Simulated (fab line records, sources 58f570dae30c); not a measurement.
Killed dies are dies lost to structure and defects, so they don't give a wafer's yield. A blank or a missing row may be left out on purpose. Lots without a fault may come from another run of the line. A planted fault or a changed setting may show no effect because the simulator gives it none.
fab line records | flow berkeley_cmos170
record lots=14 wafers=42 last_day=14
route steps=331 shown PFIELD@82
lots that met no fault: from a run of the same line without faults
start_h: hours from the record's first day to the start of the lot's first wafer shown | wait_h: hours since the lot's step before | " the same as in the row above | L1.1+2: a row that stands for several wafers | - no value, or no start given | * or withheld: withheld | < > ~ a bound
route shown NAME@n: a module of which the file shows steps, and the number in the route of the first | usual: mean/standard deviation of fault-free wafers | same: alike in all rows | chamber/n: place in a boat | sites: the reading at each site | _std_site: their standard deviation | _edge_site: outer sites' mean less inner sites' | radius_mm: how far each site lies from the wafer's centre | mask NAME#n: copy n | behind: the tool/chamber that last shaped the wafer | hold: why the lot was held/for how many hours/how that ended | device: the transistor (n, p or np) that didn't switch | end of line: the same wafers' tests at the end of the route | a step without rows: its recipe alone | killed: dies lost to structure and defects at the first sort, not the wafer's yield | map: a wafer's dies, x killed, . not, _ none there
set.NAME: the setting as run; set.NAME@STEP: as run at that earlier step | model.NAME: the simulator's own value behind a step, which no gauge read
steps of the route over a sample of lots; a table a step, a row a wafer
services: from which hour (start_h, from the record's first day; less than 0 if before it) a tool's chamber was out of use, for how many hours, and why
## steps
# step UCB170_PFIELD_EXPOSE_03
# recipe mask_id=PFIELD na=0.5 sigma_outer=0.6 source_shape=conventional target_cd_nm=1500 dose_mj=30
# usual exposure_dose_mJ_cm2=30.00/0.03 focus_offset_nm=-0.1/0.56 reticle_temp_C=23.00/0.1
# columns lot.wafer tool chamber start_h wait_h mask exposure_dose_mJ_cm2 focus_offset_nm reticle_temp_C
L820.4 krf_scanner-01 0 94.41 0.6 PFIELD#0 29.96 -0.8 23.03
L820.5 " 0 " " PFIELD#0 29.99 -0.4 22.90
L820.6 " 0 " " PFIELD#0 29.94 -0.6 23.10
L821.1 krf_scanner-02 0 102.30 0.2 PFIELD#0 30.02 0.4 23.13
L821.4 " 0 " " PFIELD#0 30.01 -0.1 22.85
L821.6 " 0 " " PFIELD#0 30.03 0.0 23.13
L822.2 krf_scanner-02 0 102.97 0.3 PFIELD#0 29.95 -0.4 23.02
L822.3 " 0 " " PFIELD#0 29.97 -0.8 22.89
L822.4 " 0 " " PFIELD#0 29.99 0.1 22.88
L823.2 krf_scanner-01 0 115.95 0.3 PFIELD#0 29.99 0.9 23.11
L823.4 " 0 " " PFIELD#0 29.96 0.1 23.02
L823.5 " 0 " " PFIELD#0 29.97 1.0 23.00
L826.2 krf_scanner-02 0 122.58 0.1 PFIELD#0 29.99 -0.2 22.95
L826.5 " 0 " " PFIELD#0 30.01 0.0 22.91
L826.6 " 0 " " PFIELD#0 30.05 0.3 22.98
L827.1 krf_scanner-02 0 126.57 0.1 PFIELD#0 29.96 0.7 22.97
L827.2 " 0 " " PFIELD#0 30.03 -0.1 22.95
L827.4 " 0 " " PFIELD#0 30.02 0.7 23.05
L828.2 krf_scanner-01 0 127.01 0.2 PFIELD#0 30.00 -0.2 23.06
L828.4 " 0 " " PFIELD#0 30.05 0.4 23.21
L828.5 " 0 " " PFIELD#0 30.04 0.4 23.09
L832.1 krf_scanner-01 0 149.75 0.1 PFIELD#0 29.99 0.5 22.91
L832.3 " 0 " " PFIELD#0 30.00 -0.3 23.00
L832.6 " 0 " " PFIELD#0 29.97 0.2 22.87
L835.2 krf_scanner-02 - 170.60 0.1 PFIELD#0 - - -
L835.3 " - " " PFIELD#0 - - -
L835.4 " - " " PFIELD#0 - - -
L838.2 krf_scanner-02 - 181.04 0.1 PFIELD#0 - - -
L838.3 " - " " PFIELD#0 - - -
L838.4 " - " " PFIELD#0 - - -
L839.2 krf_scanner-02 0 194.95 0.2 PFIELD#0 30.02 -0.6 22.81
L839.4 " 0 " " PFIELD#0 29.98 -1.6 22.95
L839.5 " 0 " " PFIELD#0 30.00 -0.9 23.00
L840.1 krf_scanner-02 0 195.05 0.3 PFIELD#0 29.98 0.1 22.93
L840.2 " 0 " " PFIELD#0 30.00 0.4 22.85
L840.5 " 0 " " PFIELD#0 29.97 0.1 22.98
L841.1 krf_scanner-02 0 217.02 0.1 PFIELD#0 30.01 -0.1 22.79
L841.4 " 0 " " PFIELD#0 30.01 -0.1 22.87
L841.6 " 0 " " PFIELD#0 30.03 0.7 23.08
L842.3 krf_scanner-01 0 217.43 0.2 PFIELD#0 29.98 0.6 22.73
L842.5 " 0 " " PFIELD#0 29.99 -0.9 22.89
L842.6 " 0 " " PFIELD#0 30.03 0.1 23.09
## services
# columns tool chamber start_h hours kind
krf_scanner-01 - 81.73 4.4 pm
krf_scanner-02 - 93.19 0.8 pm
krf_scanner-01 - 98.50 7.2 repair
krf_scanner-01 - 101.96 0.6 repair
krf_scanner-01 - 105.65 1.0 pm
krf_scanner-02 - 163.75 1.0 pm
krf_scanner-01 - 197.45 1.3 pm
## key
first_sign step=UCB170_PFIELD_EXPOSE_03 reading=tool_record direction=missing
effect none on later readings
met_at UCB170_PFIELD_EXPOSE_03
struck_lots L835,L838
sort_left_out L835.2,L835.3,L835.4,L838.2,L838.3,L838.4
tester_left_out L835,L838
onset_between 126.57 170.60
fault kind=skipped_step_whole tool=krf_scanner-02 chamber=- onset_h=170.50 steps=UCB170_PFIELD_EXPOSE_03 scope=struck_lots_only
# tester_left_out: of these lots the tester's yield and bins aren't shown, on N5 and GAA mostly nor the transistor test; their killed dies are dies lost to structure and defects alone, not to doping, threshold or leakage, so they don't give the yield
# sort_left_out: the simulated sort isn't trusted on such a fault, so these wafers' sort isn't shown, and their yield isn't known
